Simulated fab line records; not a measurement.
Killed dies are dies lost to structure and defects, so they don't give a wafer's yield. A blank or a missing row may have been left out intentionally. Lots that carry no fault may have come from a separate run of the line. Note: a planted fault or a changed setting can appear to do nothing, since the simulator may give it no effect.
Matching of chambers	flow berkeleyCmos170	4 sister chambers for UCB170_V1_CMP_02 on cmp-02
The step polishes SiO2. 8 wafers are shown with their chamber, then 8 later ones without.

== EACH WAFER AND ITS CHAMBER ==
wafer	chamber	motorCurrentA (A)
L229.3	0	16.3
L229.4	1	11.7
L234.5	1	12.2
L234.6	2	13.5
L237.2	2	14.4
L237.3	0	16.4
L237.4	3	13.9
L235.1	3	15.1

== WAFERS WITH NO CHAMBER GIVEN ==
wafer	motorCurrentA (A)
L235.4	13.9
L235.5	12.3
L247.2	17.6
L247.3	14.8
L247.4	11.9
L248.4	14.7
L248.5	16.6
L248.6	11.7

== WHICH CHAMBER EACH WENT THROUGH ==
wafer	from the rows above	in truth
L235.4	can't be placed: 2 or 3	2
L235.5	1	1
L247.2	0	0
L247.3	can't be placed: 3 or 2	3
L247.4	1	1
L248.4	can't be placed: 3 or 2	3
L248.5	0	0
L248.6	1	1
Correct placement for 5 of the 8. Can't be placed from these rows: 3 (the true chamber is among the candidates in 3). Wrongly placed: 0.
How it was worked out, from the rows above alone: a wafer's distance from a chamber is the root of the sum, over the readings, of the square of ((its reading less the chamber's mean) divided by the reading's scatter). The wafer belongs to the nearest chamber; if the next one is less than 2 further off, it can't be placed. A chamber's mean is the mean of its shown wafers. How the scatter is found: for the shown wafers, subtract from each reading the mean of its chamber, square and add these, divide the total by (wafers less chambers), then take the root.
